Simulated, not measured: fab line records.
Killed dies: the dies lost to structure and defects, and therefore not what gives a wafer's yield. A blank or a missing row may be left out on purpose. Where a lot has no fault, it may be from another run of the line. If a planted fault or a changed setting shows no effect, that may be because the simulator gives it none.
Matching of chambers / flow berkeley_cmos170 / UCB170_M3_ETCH_17 on rie_diel-03: 4 sister chambers
The step etches BARC in N2/H2. 4 wafers are shown with their chamber, then 7 later ones without.

## WAFERS WITH THEIR CHAMBER
wafer=L659.1; chamber=2; drypump_motor_current_A (A)=5.8
wafer=L664.6; chamber=3; drypump_motor_current_A (A)=4.6
wafer=L662.3; chamber=0; drypump_motor_current_A (A)=6.3
wafer=L662.5; chamber=1; drypump_motor_current_A (A)=5.4

## WAFERS MISSING THEIR CHAMBER
wafer=L662.6; drypump_motor_current_A (A)=6.3
wafer=L667.4; drypump_motor_current_A (A)=4.6
wafer=L667.5; drypump_motor_current_A (A)=6.3
wafer=L667.6; drypump_motor_current_A (A)=5.7
wafer=L666.2; drypump_motor_current_A (A)=5.7
wafer=L666.3; drypump_motor_current_A (A)=4.6
wafer=L666.4; drypump_motor_current_A (A)=6.3

## WHICH CHAMBER EACH WENT THROUGH
wafer=L662.6; from the rows above=0; in truth=0
wafer=L667.4; from the rows above=3; in truth=3
wafer=L667.5; from the rows above=0; in truth=0
wafer=L667.6; from the rows above=2; in truth=2
wafer=L666.2; from the rows above=2; in truth=2
wafer=L666.3; from the rows above=3; in truth=3
wafer=L666.4; from the rows above=0; in truth=0
Placed correctly: 7 of 7. Left unplaced by these rows: 0. Number placed wrongly: 0.
How it was worked out, from the rows above alone: a wafer's distance from a chamber is the root of the sum, over the readings, of the square of ((its reading less the chamber's mean) divided by the reading's scatter). The wafer belongs to the nearest chamber; if the next one is less than 2 further off, it can't be placed. A chamber's mean is the mean of its shown wafers. The scatter: root of mean squared gap, hidden wafer to nearest shown wafer, with one shown wafer a chamber.
